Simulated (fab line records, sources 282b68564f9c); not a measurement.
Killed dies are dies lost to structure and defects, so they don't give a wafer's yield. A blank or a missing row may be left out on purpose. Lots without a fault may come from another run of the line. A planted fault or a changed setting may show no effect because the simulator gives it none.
Split-lot experiment | flow rit_cmos | 5 lots, 23 wafers read, on a route of 202 steps

THE SPLIT
At RIT_M1_EXPOSE_06 (exposes mask M12, target cd 2600 nm), the setting dose_mj was moved away from the recipe's 250 on 5 of the 23 wafers read, by +6.5% to +7.0%. The other wafers ran this setting at the recipe's value.

FROM THE SPLIT TO THE READING: what the file shows between them, 2 steps
- RIT_M1_PEB_07
- RIT_M1_DEVELOP_08: develop time 68 s

THE READING
cd_nm, in nm, at RIT_M1_CD_MEAS_09 (target cd 2600 nm). Fault-free wafers of this fab line usually give 2600.2 nm, standard deviation 2 nm.

wafer  | tool, chamber at the split | dose_mj as run | against the recipe | cd_nm, nm | against lot-mates on the recipe
L075.1 | iline_stepper-01, 0        | 250            | recipe             | 2600.2    | -
L075.2 | iline_stepper-01, 0        | 250            | recipe             | 2601.6    | -
L075.3 | iline_stepper-01, 0        | 250            | recipe             | 2600.1    | -
L075.4 | iline_stepper-01, 0        | 250            | recipe             | 2600.1    | -
L075.5 | iline_stepper-01, 0        | 250            | recipe             | 2600.6    | -
L076.1 | iline_stepper-02, 0        | 250            | recipe             | 2601.7    | -
L076.2 | iline_stepper-02, 0        | 267.6          | +7.0%              | 2582.1    | -19.1
L076.3 | iline_stepper-02, 0        | 267.6          | +7.0%              | 2581.2    | -20.0
L076.5 | iline_stepper-02, 0        | 250            | recipe             | 2599.8    | -
L076.6 | iline_stepper-02, 0        | 250            | recipe             | 2602.1    | -
L077.1 | iline_stepper-02, 0        | 250            | recipe             | 2600.5    | -
L077.2 | iline_stepper-02, 0        | 250            | recipe             | 2601.7    | -
L077.5 | iline_stepper-02, 0        | 250            | recipe             | 2601.5    | -
L078.1 | iline_stepper-02, 0        | 266.2          | +6.5%              | 2578.4    | -19.7
L078.3 | iline_stepper-02, 0        | 250            | recipe             | 2598.0    | -
L078.4 | iline_stepper-02, 0        | 266.2          | +6.5%              | 2580.7    | -17.4
L078.5 | iline_stepper-02, 0        | 266.2          | +6.5%              | 2578.8    | -19.3
L078.6 | iline_stepper-02, 0        | 250            | recipe             | 2598.2    | -
L082.1 | iline_stepper-01, 0        | 250            | recipe             | 2600.8    | -
L082.2 | iline_stepper-01, 0        | 250            | recipe             | 2599.4    | -
L082.3 | iline_stepper-01, 0        | 250            | recipe             | 2600.7    | -
L082.4 | iline_stepper-01, 0        | 250            | recipe             | 2601.9    | -
L082.6 | iline_stepper-01, 0        | 250            | recipe             | 2599.6    | -

THE FIT
A straight line over all 23 wafers: cd_nm changes by -3 nm for each +1% of dose_mj; r = -0.99; the points scatter about the line by 1.5 nm.
The same after taking each lot's own level away (the mean of its wafers on the recipe; 23 wafers): -2.85 nm for each +1%; r = -1.00; scatter 0.81 nm.
On that fit, the largest move of dose_mj shifts the reading by 20 nm.
The lots' own levels span 2598.10 to 2601.23 nm, that is 1.6 times the standard deviation above.
So the lot-to-lot level changes the slope little: the two slopes agree.
Check: with one of the wafers moved furthest among these (+7.0%) left out of the fit, the line predicts -20.3 nm for it against its lot-mates. It came out at -19.1 nm against them.

OTHER SPLITS ON THESE WAFERS
These wafers also went through other splits before the reading. Each is held against what the fit with the lots' levels taken away leaves over:
other split on the same wafers     | wafers away from the commonest value | r with cd_nm (lot level and that fit taken away)
RIT_PLDD_COAT_01 spin_rpm          | 5                                    | +0.29
RIT_NSD_IMPLANT_08 energy_kev      | 11                                   | -0.09
RIT_SILICIDE_SPUTTER_01 time_s     | 11                                   | +0.05
RIT_CONTACT_CVD_00 time_s          | 7                                    | +0.07
RIT_CONTACT_ETCH_11 over_etch_frac | 5                                    | -0.44
RIT_M1_SPUTTER_00 time_s           | 10                                   | +0.12

THE FILE'S OWN FIT
cd_nm changes by -2.83 nm for each +1% of dose_mj, r = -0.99.
